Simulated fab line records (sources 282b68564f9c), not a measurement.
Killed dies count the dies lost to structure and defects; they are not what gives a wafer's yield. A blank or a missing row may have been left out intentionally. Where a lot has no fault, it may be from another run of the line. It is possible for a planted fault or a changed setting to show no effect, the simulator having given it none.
2 desks looking at one fault / flow rit-cmos / only its own numbers are on each desk; what lay behind them is given at the end

FROM THE METROLOGY DESK
What the gauges read, lot by lot, whatever tool the lot ran on: means of the sampled wafers that have a number. The brackets show how far a lot's mean lies from the usual mean; more than 4 standard deviations puts the lot out of limits, marked OUT.
Columns: A = NWELL_OVL at RIT_NWELL_OVL_MEAS_06, usual 0.7 nm; B = NSD_OVL at RIT_NSD_OVL_MEAS_06, usual 0.5 nm
lot=L497; first seen here=day 1 22:50; A=-0.1; B=1.8
lot=L498; first seen here=day 2 02:02; A=1.1; B=-0.2
lot=L499; first seen here=day 2 09:00; A=-0.6; B=0.0
lot=L500; first seen here=day 2 13:19; A=3.3; B=0.9
lot=L501; first seen here=day 2 17:11; A=1.3; B=-2.0
lot=L502; first seen here=day 3 00:54; A=0.6; B=2.0
lot=L503; first seen here=day 3 04:18; A=-0.4; B=-1.4
lot=L504; first seen here=day 3 09:10; A=1.3; B=3.7
lot=L506; first seen here=day 3 21:16; A=0.6; B=-0.8
lot=L507; first seen here=day 4 01:59; A=-1.1; B=0.3
lot=L513; first seen here=day 5 07:46; A=-0.3; B=0.9
lot=L514; first seen here=day 5 14:22; A=-0.8; B=1.1
lot=L517; first seen here=day 6 13:49; A=-0.3; B=0.6
lot=L520; first seen here=day 7 04:19; A=0.8; B=-1.1
Finding of this desk: none of the 14 lots has anything out of limits.

THE TOOL OWNER'S DESK: plasma-asher-04
The tool's own readings at RIT_NLDD_STRIP_09 (strips in O2, time 180 s): means of the sampled wafers that have a number, for each lot that ran on this tool. The brackets show how far a lot's mean lies from the usual mean; more than 4 standard deviations puts the lot out of limits, marked OUT.
Columns: A = chamber-pressure-mTorr at RIT_NLDD_STRIP_09, usual 4000 mTorr; B = drypump-motor-current-A at RIT_NLDD_STRIP_09, usual 5.8 A
lot=L498; first seen here=day 2 23:20; A=3998; B=5.9
lot=L499; first seen here=day 3 10:04; A=3999; B=5.6
lot=L501; first seen here=day 3 21:13; A=3996; B=5.6
lot=L502; first seen here=day 4 00:14; A=4002; B=5.4
lot=L503; first seen here=day 4 05:58; A=3999; B=5.9
lot=L513; first seen here=day 6 16:52; A=2002 (-99 or more) OUT; B=5.9
lot=L514; first seen here=day 7 06:05; A=1994 (-99 or more) OUT; B=5.9
Finding of this desk: L513, L514 out of limits; the first was L513 at day 6 16:52, on chamber-pressure-mTorr at RIT_NLDD_STRIP_09. Within limits: L498, L499, L501, L502, L503.

TAKEN TOGETHER
The tool owner's desk had the chance to raise an alarm at day 6 16:52 on L513, L514.
The metrology desk saw nothing out of limits.
The metrology desk has L513, L514 on record, within its limits.
All the named lots went through RIT_NLDD_STRIP_09 on plasma-asher-04.

WHAT HAD BEEN PUT IN BY THE SIMULATOR
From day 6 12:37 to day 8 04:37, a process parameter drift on plasma-asher-04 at RIT_NLDD_STRIP_09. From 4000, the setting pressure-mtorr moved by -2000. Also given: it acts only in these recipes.
Struck lots among those shown: L513, L514.
Each desk's first reading out of limits, in hours after the fault started: the tool owner's desk, 4.
